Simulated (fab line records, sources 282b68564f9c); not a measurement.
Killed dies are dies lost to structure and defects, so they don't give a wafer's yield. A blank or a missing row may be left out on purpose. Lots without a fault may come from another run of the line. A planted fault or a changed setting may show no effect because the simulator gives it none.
A struck lot beside a sound one | flow rit_cmos | 26 steps out of a route of 202
Sound: wafers L449.2, L449.5, L449.6. Struck: wafers L460.3, L460.5, L460.6. The cause comes at the end.
At each step with rows: each side's tool, then ch and its chambers, then its first start. Under that, the readings that differ: sound wafers | struck wafers | difference of the means | sigmas: that difference in standard deviations of wafers without a fault.
alike: readings whose means differ by less than 2 such deviations, and words and numbers that are the same on both sides. not compared: withheld readings, readings that some wafer has no value for, bounds like >300 that may hide the same value, and numbers for which the record gives no deviation and whose values overlap.
The two part at a step that has a row with sigmas, a row that says differs or no value, or rows on one side only. Numbers that don't overlap but have no deviation are shown without sigmas and don't part them. A reading that every wafer of one side lacks parts them only if that side has two wafers or more.

first, 1 step without rows for these wafers: RIT_ACTIVE_OXIDATION_01 (target thk 46.8 nm, ox time 3360 s).
RIT_ACTIVE_THK_MEAS_02:
  sound on film_metro-01, day 2 13:49; struck on film_metro-03, day 4 22:13
  alike: ACTIVE_OXIDE_THK
then, 1 step without rows for these wafers: RIT_ACTIVE_CVD_03 (deposits Si3N4 from SiH2Cl2/NH3, target thk 150 nm, time 1500 s).
RIT_ACTIVE_THK_MEAS_04:
  sound on film_metro-03, day 2 15:17; struck on film_metro-04, day 4 23:41
  alike: ACTIVE_NITRIDE_THK
then, 6 steps without rows for these wafers: RIT_ACTIVE_HMDS_05 (prime time 60 s); RIT_ACTIVE_COAT_06 (resist thk 1000 nm); RIT_ACTIVE_SOFTBAKE_07 (time 60 s); RIT_ACTIVE_EXPOSE_08 (exposes mask M1, target cd 1400 nm); RIT_ACTIVE_PEB_09; RIT_ACTIVE_DEVELOP_10 (develop time 50 s).
RIT_ACTIVE_CD_MEAS_11: target cd 1400 nm.
  sound on cd_sem-01, day 2 16:20; struck on cd_sem-02, day 5 00:37
  alike: cd_nm
then, 1 step without rows for these wafers: RIT_ACTIVE_HARDBAKE_12 (time 60 s).
RIT_ACTIVE_ETCH_13: etches Si3N4 in SF6, stops on SiO2, time 210 s, target depth 210 nm.
  sound on rie_diel-02 ch 0,1, day 2 16:35; struck on rie_diel-02 ch 2,3, day 5 00:51
  reading                                       | sound             | struck            | difference | sigmas
  drypump_motor_current_A (A)                   | 6.5 6.2 6.4       | 5.1 5.1 5.7       | -1.1       | -2
  model.NOVOLAK_of_ACTIVE_COAT_06.thk_nm (nm)   | 652.2 647 653.6   | 574.8 575.7 582.5 | -73.3      |
  model.ACTIVE.feature_depth_nm (nm)            | 149.9 148.9 148.5 | 170.8 171.3 170.4 | +21.7      |
  model.SiO2_of_ACTIVE_OXIDATION_01.thk_nm (nm) | 48.37 47.25 48.45 | 23.45 23.17 24.59 | -24.29     |
  alike: oes_product_au, throttle_valve_pct
  not compared: rf_hours_counter_h
RIT_ACTIVE_STRIP_14: strips in O2, time 180 s.
  sound on plasma_asher-02 ch 0,1, day 2 16:43; struck on plasma_asher-03 ch 0,1, day 5 01:02
  alike: drypump_motor_current_A
  not compared: rf_hours_counter_h
RIT_ACTIVE_CD_MEAS_90: target cd 1400 nm.
  sound on cd_sem-01, day 2 16:55; struck on cd_sem-01, day 5 01:19
  alike: cd_nm
then, 4 steps without rows for these wafers: RIT_ACTIVE_CLEAN_15 (cleans in SC1, time 600 s); RIT_ACTIVE_CLEAN_16 (cleans in dHF, time 30 s); RIT_ACTIVE_CLEAN_17 (cleans in SC2, time 600 s); RIT_FOX1_OXIDATION_00 (target thk 350.7 nm, ox time 1130 s).
RIT_FOX1_THK_MEAS_01:
  sound on film_metro-04, day 2 20:14; struck on film_metro-02, day 5 04:06
  reading             | sound       | struck      | difference | sigmas
  FOX1_OXIDE_THK (nm) | 359 360 356 | 344 340 339 | -17        | -3
then, 2 steps without rows for these wafers: RIT_FOX1_WET_ETCH_02 (etches SiO2 in BOE, target depth 350 nm, time 390 s); RIT_FOX2_OXIDATION_00 (target thk 350.7 nm, ox time 1130 s).
RIT_FOX2_THK_MEAS_01:
  sound on film_metro-04, day 2 23:07; struck on film_metro-04, day 5 07:46
  alike: FOX2_OXIDE_THK
then, 1 step without rows for these wafers: RIT_FOX2_CLEAN_02 (cleans in dHF, time 180 s).
RIT_FOX2_WET_ETCH_03: etches Si3N4 in H3PO4, target depth 195 nm, time 2700 s.
  sound on wet_bench-01 ch 1, day 2 23:14; struck on wet_bench-04 ch 0, day 5 07:52
  reading                                       | sound             | struck           | difference | sigmas
  model.SiO2_of_ACTIVE_OXIDATION_01.thk_nm (nm) | 42.96 41.96 43.03 | 20.94 20.7 21.95 | -21.45     |
RIT_FOX2_THK_MEAS_90:
  sound on film_metro-02, day 3 00:13; struck on film_metro-02, day 5 08:38
  alike: FIELD_OXIDE_LEFT_1_THK

WHERE THEY PART
First at RIT_ACTIVE_ETCH_13; last, within this record, at RIT_FOX1_THK_MEAS_01. Later steps at which nothing parts them and some readings are alike: RIT_FOX2_THK_MEAS_01, RIT_FOX2_THK_MEAS_90.

WHY: what the simulator had put in
Process parameter drift: rie_diel-02, from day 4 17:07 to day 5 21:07, at RIT_ACTIVE_ETCH_13. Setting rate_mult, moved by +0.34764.
